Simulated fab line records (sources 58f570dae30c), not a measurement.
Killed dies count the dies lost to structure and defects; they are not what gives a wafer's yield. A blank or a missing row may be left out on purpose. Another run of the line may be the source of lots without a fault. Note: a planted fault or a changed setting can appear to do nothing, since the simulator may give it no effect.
A single fault, viewed from 2 desks + flow berkeley_cmos170 + numbers are kept per desk, each desk with only its own; the story behind them comes last

FROM THE METROLOGY DESK
Means of the sampled wafers that have a number, per lot and without regard to the tool the lot ran on: this is what the gauges read. If a lot's mean is further than 4 standard deviations from the usual mean, the lot is out of limits and carries the mark OUT (the distance appears in the brackets).
Columns: A = START_OXIDE_THK at UCB170_START_THK_MEAS_03, usual 19.0 nm; B = PSD_RS at UCB170_SDANNEAL_RS_MEAS_02, usual 75.5 ohm/sq; C = M3_AL_RS at UCB170_M3_RS_MEAS_02, usual 0.0322 ohm/sq; D = M3_AL_THK at UCB170_M3_THK_MEAS_03, usual 907 nm
| lot  | first seen here | A    | B    | C                 | D              |
|------|-----------------|------|------|-------------------|----------------|
| L580 | day 1 19:25     | 18.4 | 75.7 | 0.0325            | 907            |
| L582 | day 2 04:50     | 18.9 | 75.2 | 0.0325            | 901            |
| L584 | day 2 16:27     | 19.0 | 76.1 | 0.0323            | 909            |
| L585 | day 2 21:59     | 18.7 | 75.5 | 0.0321            | 913            |
| L586 | day 3 00:49     | 19.7 | 75.3 | 0.0328            | 895            |
| L587 | day 3 07:15     | 18.9 | 75.6 | 0.0317            | 917            |
| L588 | day 3 11:56     | 19.2 | 75.9 | 0.0316            | 930            |
| L590 | day 3 20:12     | 19.0 | 75.1 | 0.0329            | 887            |
| L591 | day 4 03:34     | 19.6 | 75.7 | 0.0323            | 900            |
| L592 | day 4 08:12     | 19.0 | 75.7 | 0.0320            | 914            |
| L593 | day 4 12:19     | 18.7 | 75.5 | 0.0295 (-7.2) OUT | 983 (+6.9) OUT |
| L594 | day 4 17:58     | 18.8 | 75.6 | 0.0298 (-6.4) OUT | 975 (+6.2) OUT |
| L595 | day 4 22:05     | 18.7 | 76.0 | 0.0326            | 901            |
| L602 | day 6 09:00     | 19.4 | 75.5 | 0.0318            | 922            |
Finding of this desk: L593, L594 out of limits, first seen on L593 at day 11 02:35 (M3_AL_RS at UCB170_M3_RS_MEAS_02). L580, L582, L584, L585, L586, L587, L588, L590, L591, L592, L595, L602 stayed within limits.

DESK OF THE TOOL OWNER: pvd_sputter-02
The tool's own readings at UCB170_M3_SPUTTER_01 (material Al, target thk 900 nm, time 120 s): means of the sampled wafers that have a number, for each lot that ran on this tool. If a lot's mean is further than 4 standard deviations from the usual mean, the lot is out of limits and carries the mark OUT (the distance appears in the brackets).
Columns: A = cathode_dc_power_W at UCB170_M3_SPUTTER_01, usual 6000.1 W; B = throttle_valve_pct at UCB170_M3_SPUTTER_01, usual 30.0 %
| lot  | first seen here | A                        | B    |
|------|-----------------|--------------------------|------|
| L585 | day 9 09:31     | 6000.2                   | 31.0 |
| L588 | day 9 21:43     | 5998.1                   | 30.5 |
| L591 | day 10 08:10    | 6000.3                   | 30.1 |
| L592 | day 10 11:20    | 6000.8                   | 30.7 |
| L593 | day 11 02:23    | 6496.9 (+99 or more) OUT | 30.1 |
| L594 | day 11 02:58    | 6496.8 (+99 or more) OUT | 30.4 |
This desk's finding: out of limits on L593, L594; first on L593, day 11 02:23 (cathode_dc_power_W at UCB170_M3_SPUTTER_01). L585, L588, L591, L592 stayed within limits.

ALL TOGETHER
An alarm could have come from the tool owner's desk at day 11 02:23, on L593, L594.
On L593, L594, the metrology desk was in a position to raise an alarm at day 11 02:35.
On pvd_sputter-02, each named lot ran UCB170_M3_SPUTTER_01.

WHAT THE SIMULATOR HAD PUT IN
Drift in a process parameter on pvd_sputter-02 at UCB170_M3_SPUTTER_01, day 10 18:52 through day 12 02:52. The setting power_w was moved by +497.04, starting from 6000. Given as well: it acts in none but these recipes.
Shown lots that were struck: L593, L594.
Fault start to first reading out of limits, in hours, per desk: tool owner, 8; metrology, 8.
